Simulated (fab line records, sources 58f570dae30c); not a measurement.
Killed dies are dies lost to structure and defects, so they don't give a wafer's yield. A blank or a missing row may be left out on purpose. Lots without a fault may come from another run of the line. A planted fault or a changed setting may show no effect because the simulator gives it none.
fab line records | flow berkeley_cmos170
record lots=6 wafers=18 last_day=12
route steps=331 shown NWELL@27 PWELL@34
lots that met no fault: from a run of the same line without faults
start_h: hours from the record's first day to the start of the lot's first wafer shown | wait_h: hours since the lot's step before | " the same as in the row above | L1.1+2: a row that stands for several wafers | - no value, or no start given | * or withheld: withheld | < > ~ a bound
route shown NAME@n: a module of which the file shows steps, and the number in the route of the first | usual: mean/standard deviation of fault-free wafers | same: alike in all rows | chamber/n: place in a boat | sites: the reading at each site | _std_site: their standard deviation | _edge_site: outer sites' mean less inner sites' | radius_mm: how far each site lies from the wafer's centre | mask NAME#n: copy n | behind: the tool/chamber that last shaped the wafer | hold: why the lot was held/for how many hours/how that ended | device: the transistor (n, p or np) that didn't switch | end of line: the same wafers' tests at the end of the route | a step without rows: its recipe alone | killed: dies lost to structure and defects at the first sort, not the wafer's yield | map: a wafer's dies, x killed, . not, _ none there
set.NAME: the setting as run; set.NAME@STEP: as run at that earlier step | model.NAME: the simulator's own value behind a step, which no gauge read
lots at some steps of the route; a table a step, a row a wafer
services: from which hour (start_h, from the record's first day; less than 0 if before it) a tool's chamber was out of use, for how many hours, and why
## steps
# step UCB170_NWELL_ETCH_13
# recipe chemistry=CH3F/Ar/O2 target=Si3N4 stop_on=SiO2 CH3F_flow_sccm=20 Ar_flow_sccm=50 O2_flow_sccm=7 pressure_mtorr=50 rf_w=450 target_depth_a=2464 over_etch_frac=0.1 time_s=154
# usual drypump_motor_current_A=5.8/0.64 oes_product_au=0.936/0.011 throttle_valve_pct=8.07/0.13
# columns lot.wafer tool chamber start_h wait_h drypump_motor_current_A oes_product_au rf_hours_counter_h throttle_valve_pct
L469.1 rie_diel-03 2 54.80 0.0 5.7 0.960 91 8.10
L469.2 " 3 " " 5.0 0.938 105 7.91
L469.3 " 1 " " 5.0 0.926 110 8.27
L470.3 rie_diel-02 0 56.89 0.0 6.4 0.932 153 8.15
L470.4 " 1 " " 6.7 0.939 8 8.21
L470.5 " 3 " " 5.7 0.913 - 7.89
L481.1 rie_diel-02 1 117.57 0.0 6.7 0.952 11 8.24
L481.2 " 2 " " 6.4 0.935 56 8.21
L481.5 " 2 " " 6.4 0.916 - 8.22
L482.1 rie_diel-04 0 126.85 0.0 6.4 0.925 8 7.96
L482.3 " 2 " " 4.8 0.916 103 7.92
L482.5 " 0 " " 6.4 0.922 - 7.94
L487.1 rie_diel-02 3 148.25 0.0 5.7 0.912 69 7.91
L487.3 " 1 " " 6.7 0.943 12 8.21
L487.5 " 3 " " 5.7 0.919 - 7.88
L486.1 rie_diel-04 0 148.61 0.0 6.4 0.944 8 7.96
L486.5 " 2 " " 4.8 0.941 - 7.91
L486.6 " 0 " " 6.4 0.946 - 7.97
# step UCB170_NWELL_IMPLANT_14
# recipe species=P dose_cm2=1e+13 energy_kev=150 tilt_deg=7
# step UCB170_NWELL_STRIP_15
# recipe chemistry=O2 power_w=400 pressure_mtorr=3500 platen_temp_c=withheld o2_flow_sccm=400 overash_fraction=0.5
# usual drypump_motor_current_A=5.6/0.34 oes_product_au=0.721/0.0045 strip_time_to_endpoint_s=18.05/0.071
# columns lot.wafer tool chamber start_h wait_h drypump_motor_current_A oes_product_au rf_hours_counter_h strip_time_to_endpoint_s
L469.1 plasma_asher-02 1 55.05 0.1 5.9 0.715 25 17.96
L469.2 " 0 " " 5.5 0.724 25 18.04
L469.3 " 0 " " 5.5 0.717 - 17.89
L470.3 plasma_asher-02 1 57.18 0.1 5.9 0.726 - 18.23
L470.4 " 0 " " 5.6 0.720 - 18.11
L470.5 " 1 " " 5.9 0.718 - 18.02
L481.1 plasma_asher-01 1 117.82 0.1 5.0 0.716 43 18.02
L481.2 " 0 " " 5.3 0.722 43 18.10
L481.5 " 0 " " 5.3 0.720 - 18.13
L482.1 plasma_asher-02 0 127.11 0.1 5.5 0.717 33 18.06
L482.3 " 0 " " 5.6 0.715 - 18.08
L482.5 " 0 " " 5.6 0.730 - 18.04
L487.1 plasma_asher-01 1 148.50 0.1 5.0 0.723 45 17.96
L487.3 " 1 " " 5.0 0.717 - 18.02
L487.5 " 0 " " 5.3 0.729 - 17.97
L486.1 plasma_asher-03 0 148.86 0.1 5.8 0.735 47 18.07
L486.5 " 1 " " 5.9 0.725 - 18.02
L486.6 " 0 " " 5.8 0.727 - 18.04
# step UCB170_NWELL_TW_MEAS_16
# usual NWELL_TW=1248/6.8
# columns lot.wafer tool chamber start_h wait_h NWELL_TW
L469.1 film_metro-04 - 55.15 0.1 1247
L469.2 " - " " 1248
L469.3 " - " " 1248
L470.3 film_metro-04 - 57.26 0.1 1250
L470.4 " - " " 1251
L470.5 " - " " 1252
L481.1 film_metro-02 - 117.92 0.1 1259
L481.2 " - " " 1247
L481.5 " - " " 1256
L482.1 film_metro-04 - 127.21 0.1 1241
L482.3 " - " " 1246
L482.5 " - " " 1247
L487.1 film_metro-04 - 148.60 0.1 1246
L487.3 " - " " 1246
L487.5 " - " " 1249
L486.1 film_metro-03 - 148.96 0.1 1256
L486.5 " - " " 1251
L486.6 " - " " 1245
# step UCB170_NWELL_CLEAN_17
# recipe chemistry=SPM temp_c=120 time_s=600
# step UCB170_NWELL_WET_ETCH_18
# recipe chemistry=H3PO4 target=Si3N4 temp_c=160 time_s=14400
# step UCB170_NWELL_WET_ETCH_19
# recipe chemistry=BOE dilution=5:1 target=SiO2 temp_c=25 time_s=22
# step UCB170_PWELL_CLEAN_00
# recipe chemistry=SPM temp_c=120 time_s=600
# step UCB170_PWELL_CLEAN_01
# recipe chemistry=dHF dilution=25:1 time_s=60
# step UCB170_PWELL_OXIDATION_02
# recipe temp_c=1000 ambient=O2 target_thk_a=264 ox_time_s=1260
# step UCB170_PWELL_THK_MEAS_03
# recipe reads=SiO2_of_PWELL_OXIDATION_02
# usual PWELL_OXIDE_THK=26.4/0.44
# columns lot.wafer tool chamber start_h wait_h PWELL_OXIDE_THK[nm]
L470.3 film_metro-01 - 64.93 0.0 26.3
L470.4 " - " " 26.6
L470.5 " - " " 26.8
L469.1 film_metro-01 - 66.39 0.0 27.3
L469.2 " - " " 26.8
L469.3 " - " " 27.6
L481.1 film_metro-04 - 133.87 0.0 26.0
L481.2 " - " " 26.3
L481.5 " - " " 26.3
L482.1 film_metro-01 - 133.87 0.0 26.5
L482.3 " - " " 26.0
L482.5 " - " " 26.1
L487.1 film_metro-04 - 157.79 0.0 26.4
L487.3 " - " " 26.7
L487.5 " - " " 26.4
L486.1 film_metro-02 - 157.85 0.1 26.2
L486.5 " - " " 25.9
L486.6 " - " " 26.4
# step UCB170_PWELL_ANNEAL_04
# recipe temp_c=1000 time_s=900 ambient=N2
# step UCB170_PWELL_CVD_05
# recipe material=Si3N4 target_thk_nm=220 temp_c=800 precursor=SiH2Cl2/NH3 time_s=3300 pressure_mtorr=200 sih2cl2_flow_sccm=25 nh3_flow_sccm=75
# usual pressure_mtorr=199.8/0.45 spike_tc_centre_C=802.3/1.8 spike_tc_load_C=824.4/1.9 spike_tc_source_C=823.1/1.9 susceptor_temp_C=800.0/0.34 zone_power_load_pct=18.4/0.86 zone_power_source_pct=21.3/0.81
# columns lot.wafer tool chamber start_h wait_h pressure_mtorr spike_tc_centre_C spike_tc_load_C spike_tc_source_C susceptor_temp_C zone_power_load_pct zone_power_source_pct model.Si3N4_of_PWELL_CVD_05.thk_nm
L470.3 lpcvd-01 0 67.49 0.0 198.9 891.5 915.9 910.9 889.2 24.3 26.1 376
L470.4 " 0 " " 199.6 891.7 917.7 910.7 889.2 24.2 26.3 376.9
L470.5 " 0 " " 198.9 892.3 915.8 911.0 889.4 23.9 26.5 375.8
L469.1 lpcvd-01 0 69.41 0.7 199.2 892.1 915.8 911.3 889.9 24.6 26.4 376.2
L469.2 " 0 " " 199.4 891.9 915.6 911.0 889.9 24.1 26.3 375.5
L469.3 " 0 " " 199.7 891.0 917.9 912.7 889.8 24.1 26.3 376.4
L481.1 lpcvd-01 1 140.07 0.0 199.2 804.8 822.7 825.3 800.0 18.3 22.5 218.1
L481.2 " 1 " " 199.4 804.7 822.4 825.0 799.7 18.5 22.6 218.8
L481.5 " 1 " " 199.6 803.6 820.8 824.5 799.8 18.3 22.4 217.8
L482.1 lpcvd-01 1 140.07 0.0 199.6 804.2 822.0 826.7 800.4 18.6 22.7 221.8
L482.3 " 1 " " 199.2 804.4 819.3 827.7 800.1 18.3 22.4 221.3
L482.5 " 1 " " 199.9 804.2 820.5 827.0 800.0 18.0 22.5 220.3
L486.1 lpcvd-01 0 162.21 0.0 199.6 802.6 825.6 821.0 799.7 19.0 20.6 217.3
L486.5 " 0 " " 200.2 802.9 825.2 822.0 799.8 19.1 20.7 216.9
L486.6 " 0 " " 199.4 804.8 826.5 822.4 800.0 18.8 20.8 218.2
L487.1 lpcvd-01 0 162.21 0.0 200.2 804.4 823.4 822.3 800.2 19.2 21.2 220.5
L487.3 " 0 " " 199.7 803.3 824.7 821.8 800.2 19.5 21.0 219.7
L487.5 " 0 " " 199.5 802.5 823.3 821.4 800.1 19.4 20.9 220.5
# step UCB170_PWELL_THK_MEAS_06
# recipe reads=Si3N4_of_PWELL_CVD_05
# usual PWELL_NITRIDE_THK=219.9/2.3
# columns lot.wafer tool chamber start_h wait_h PWELL_NITRIDE_THK[nm]
L470.3 film_metro-04 - 69.43 0.0 376.1
L470.4 " - " " 376.9
L470.5 " - " " 376.0
L469.1 film_metro-02 - 71.33 0.0 376.6
L469.2 " - " " 375.6
L469.3 " - " " 376.6
L481.1 film_metro-04 - 141.99 0.0 217.9
L481.2 " - " " 218.6
L481.5 " - " " 217.8
L482.1 film_metro-02 - 141.99 0.0 221.7
L482.3 " - " " 221.2
L482.5 " - " " 220.5
L486.1 film_metro-02 - 164.12 0.0 217.3
L486.5 " - " " 216.8
L486.6 " - " " 218.2
L487.1 film_metro-04 - 164.18 0.1 220.5
L487.3 " - " " 219.8
L487.5 " - " " 220.5
# step UCB170_PWELL_HMDS_07
# recipe prime_time_s=60 prime_temp_c=100
# step UCB170_PWELL_COAT_08
# recipe resist=KrF spin_rpm=1500 resist_thk_nm=900
# step UCB170_PWELL_SOFTBAKE_09
# recipe resist=KrF temp_c=130 time_s=60
# step UCB170_PWELL_EXPOSE_10
# recipe mask_id=PWELL target_cd_nm=3000 na=0.5 sigma_outer=0.6 source_shape=conventional dose_mj=19
# step UCB170_PWELL_PEB_11
# recipe peb_temp_c=130 peb_time_s=withheld resist=KrF
# step UCB170_PWELL_DEVELOP_12
# recipe developer=TMAH develop_time_s=45 resist=KrF dev_temp_c=21
# step UCB170_PWELL_OVL_MEAS_13
# usual PWELL_OVL=4/5.6
# columns lot.wafer tool chamber start_h wait_h PWELL_OVL[nm]
L470.3 overlay-02 - 70.32 - 9
L470.4 " - " " 0
L470.5 " - " " 4
L469.1 overlay-02 - 72.50 - 11
L469.2 " - " " 9
L469.3 " - " " 12
L481.1 overlay-01 - 142.89 - 7
L481.2 " - " " 6
L481.5 " - " " -1
L482.1 overlay-02 - 143.19 - 9
L482.3 " - " " 18
L482.5 " - " " 12
L486.1 overlay-01 - 166.26 - 8
L486.5 " - " " 11
L486.6 " - " " 6
L487.1 overlay-02 - 166.31 - 11
L487.3 " - " " 4
L487.5 " - " " 12
# step UCB170_PWELL_ETCH_14
# recipe chemistry=CH3F/Ar/O2 target=Si3N4 stop_on=SiO2 CH3F_flow_sccm=20 Ar_flow_sccm=50 O2_flow_sccm=7 pressure_mtorr=50 rf_w=450 target_depth_a=2420 over_etch_frac=0.1 time_s=151
# usual drypump_motor_current_A=5.8/0.57 oes_product_au=0.939/0.014 throttle_valve_pct=8.04/0.16
# columns lot.wafer tool chamber start_h wait_h drypump_motor_current_A oes_product_au rf_hours_counter_h throttle_valve_pct model.etch.depth_nm
L470.3 rie_diel-02 2 70.35 0.0 6.4 0.972 53 8.22 235.9
L470.4 " 3 " " 5.7 0.995 65 7.89 245.7
L470.5 " 1 " " 6.7 1.006 - 8.21 242.4
L469.1 rie_diel-02 0 72.54 0.0 6.4 0.967 153 8.14 230.7
L469.2 " 3 " " 5.7 1.001 65 7.92 245.5
L469.3 " 1 " " 6.7 1.012 9 8.23 242.5
L481.1 rie_diel-02 2 142.92 0.0 6.4 0.914 57 8.19 218.1
L481.2 " 1 " " 6.7 0.942 12 8.23 218.8
L481.5 " 0 " " 6.4 0.931 - 8.14 217.8
L482.1 rie_diel-01 1 143.22 0.0 6.4 0.978 5 8.14 221.8
L482.3 " 0 " " 5.9 0.936 12 7.75 221.3
L482.5 " 3 " " 5.6 0.938 - 7.87 220.3
L486.1 rie_diel-03 1 166.30 0.0 5.0 0.920 115 8.27 217.3
L486.5 " 2 " " 5.7 0.937 - 8.09 216.9
L486.6 " 1 " " 5.0 0.916 - 8.27 218.2
L487.1 rie_diel-02 3 166.34 0.0 5.7 0.931 70 7.91 220.5
L487.3 " 2 " " 6.4 0.921 57 8.20 219.7
L487.5 " 1 " " 6.7 0.953 - 8.22 220.5
# step UCB170_PWELL_IMPLANT_15
# recipe species=B dose_cm2=5e+12 energy_kev=60 tilt_deg=7
## services
# columns tool chamber start_h hours kind
rie_diel-01 1 51.33 17.1 repair
rie_diel-03 0 53.10 - clean
rie_diel-03 0 53.10 19.8 scheduled_down
rie_diel-03 0 53.10 19.8 vent_cycle
rie_diel-04 - 54.79 0.8 repair
rie_diel-01 1 94.18 4.5 repair
rie_diel-01 1 126.60 3.2 repair
rie_diel-04 0 133.96 8.4 repair
rie_diel-02 2 145.85 15.8 repair
rie_diel-04 1 146.01 - clean
rie_diel-04 1 146.01 14.7 scheduled_down
rie_diel-04 1 146.01 14.7 vent_cycle
rie_diel-01 - 158.29 56.2 repair
rie_diel-02 0 161.69 - clean
rie_diel-02 0 161.69 15.3 scheduled_down
rie_diel-02 0 161.69 15.3 vent_cycle
## key
first_sign step=UCB170_PWELL_CVD_05 reading=susceptor_temp_C direction=up sigmas=99+ usual=* struck=*
effect step=UCB170_PWELL_CVD_05 reading=spike_tc_centre_C direction=up sigmas=51 usual=802.3 struck=891.7
effect step=UCB170_PWELL_THK_MEAS_06 reading=PWELL_NITRIDE_THK direction=up sigmas=68 usual=219.9 struck=376.3
effect step=UCB170_PWELL_ETCH_14 reading=oes_product_au direction=up sigmas=3.9 usual=0.939 struck=0.992 wafers_moved=5
model_effect step=UCB170_PWELL_CVD_05 value=Si3N4_of_PWELL_CVD_05.thk_nm without=222.6 struck=376.1
model_effect step=UCB170_PWELL_ETCH_14 value=etch.depth_nm without=222.6 struck=240.5
met_at UCB170_PWELL_CVD_05
struck_wafers L469.1,L469.2,L469.3,L470.3,L470.4,L470.5
later_rows_left_out L469.2,L469.3,L470.3,L470.4,L470.5
sort_left_out L469.1,L469.2,L469.3,L470.3,L470.4,L470.5
tester_left_out L469,L470
fault kind=process_parameter_drift tool=lpcvd-01 chamber=0 onset_h=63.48 steps=UCB170_PWELL_CVD_05 channel=temp_c offset=* shape=step end_h=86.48 acts_in=* stated=*
# tester_left_out: of these lots the tester's yield and bins aren't shown, on N5 and GAA mostly nor the transistor test; their killed dies are dies lost to structure and defects alone, not to doping, threshold or leakage, so they don't give the yield
# sort_left_out: the simulated sort isn't trusted on such a fault, so these wafers' sort isn't shown, and their yield isn't known
# later_rows_left_out: the simulator's readings of these wafers behind a module that went badly wrong aren't trusted and aren't shown, but for the sort
